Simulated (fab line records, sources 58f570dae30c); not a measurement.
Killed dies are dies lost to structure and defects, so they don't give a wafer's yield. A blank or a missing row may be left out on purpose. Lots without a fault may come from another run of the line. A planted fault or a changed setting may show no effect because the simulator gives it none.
Chamber matching | flow berkeley_cmos170 | UCB170_GATE_ETCH_15 on rie_si-02: 4 sister chambers
The step etches poly-Si in HBr/Cl2, stops on SiO2, time 56.3 s, target depth 278.2 nm. 14 wafers are shown with their chamber, then 7 later ones without.

WAFERS WITH THEIR CHAMBER
wafer  | chamber | drypump_motor_current_A (A) | throttle_valve_pct (%) | oes_product_au (a.u.)
L535.3 | 3       | 6.0                         | 26.69                  | 0.834
L535.5 | 2       | 5.6                         | 26.81                  | 0.848
L535.6 | 1       | 5.9                         | 26.56                  | 0.827
L536.1 | 3       | 6.0                         | 26.70                  | 0.850
L536.5 | 3       | 6.0                         | 26.70                  | 0.849
L536.6 | 1       | 5.8                         | 26.56                  | 0.825
L550.1 | 1       | 5.8                         | 26.56                  | 0.822
L550.5 | 3       | 6.0                         | 26.70                  | 0.851
L550.6 | 0       | 6.8                         | 26.50                  | 0.843
L554.2 | 0       | 6.7                         | 26.52                  | 0.833
L554.4 | 1       | 5.8                         | 26.54                  | 0.827
L554.6 | 2       | 5.6                         | 26.83                  | 0.848
L556.3 | 1       | 5.8                         | 26.55                  | 0.822
L556.4 | 2       | 5.6                         | 26.81                  | 0.843

SIGNATURES (means of the wafers above)
reading                 | chamber 0 | chamber 1 | chamber 2 | chamber 3 | scatter within a chamber
drypump_motor_current_A | 6.750     | 5.820     | 5.600     | 6.000     | 0.0361
throttle_valve_pct      | 26.5100   | 26.5540   | 26.8167   | 26.6975   | 0.00928
oes_product_au          | 0.83800   | 0.82460   | 0.84633   | 0.84600   | 0.00535
Rule: a wafer's distance from a chamber is the root of the sum, over the readings, of the square of ((its reading less the chamber's mean) divided by the reading's scatter). The wafer belongs to the nearest chamber; if the next one is less than 2 further off, it can't be placed. The scatter: the root of (the sum of the squares of (reading less its chamber's mean) over the shown wafers, divided by (wafers less chambers)).

WAFERS WITHOUT THEIR CHAMBER
wafer  | drypump_motor_current_A (A) | throttle_valve_pct (%) | oes_product_au (a.u.)
L556.6 | 6.8                         | 26.50                  | 0.834
L552.1 | 5.9                         | 26.54                  | 0.825
L552.4 | 5.6                         | 26.82                  | 0.834
L552.5 | 5.6                         | 26.82                  | 0.839
L557.1 | 5.8                         | 26.55                  | 0.834
L557.3 | 6.0                         | 26.68                  | 0.847
L557.4 | 6.8                         | 26.47                  | 0.835

WHICH CHAMBER EACH WENT THROUGH
wafer  | from the rows above | in truth
L556.6 | 0                   | 0
L552.1 | 1                   | 1
L552.4 | 2                   | 2
L552.5 | 2                   | 2
L557.1 | 1                   | 1
L557.3 | 3                   | 3
L557.4 | 0                   | 0
Placed correctly: 7 of 7. Can't be placed from these rows: 0. Placed wrongly: 0.
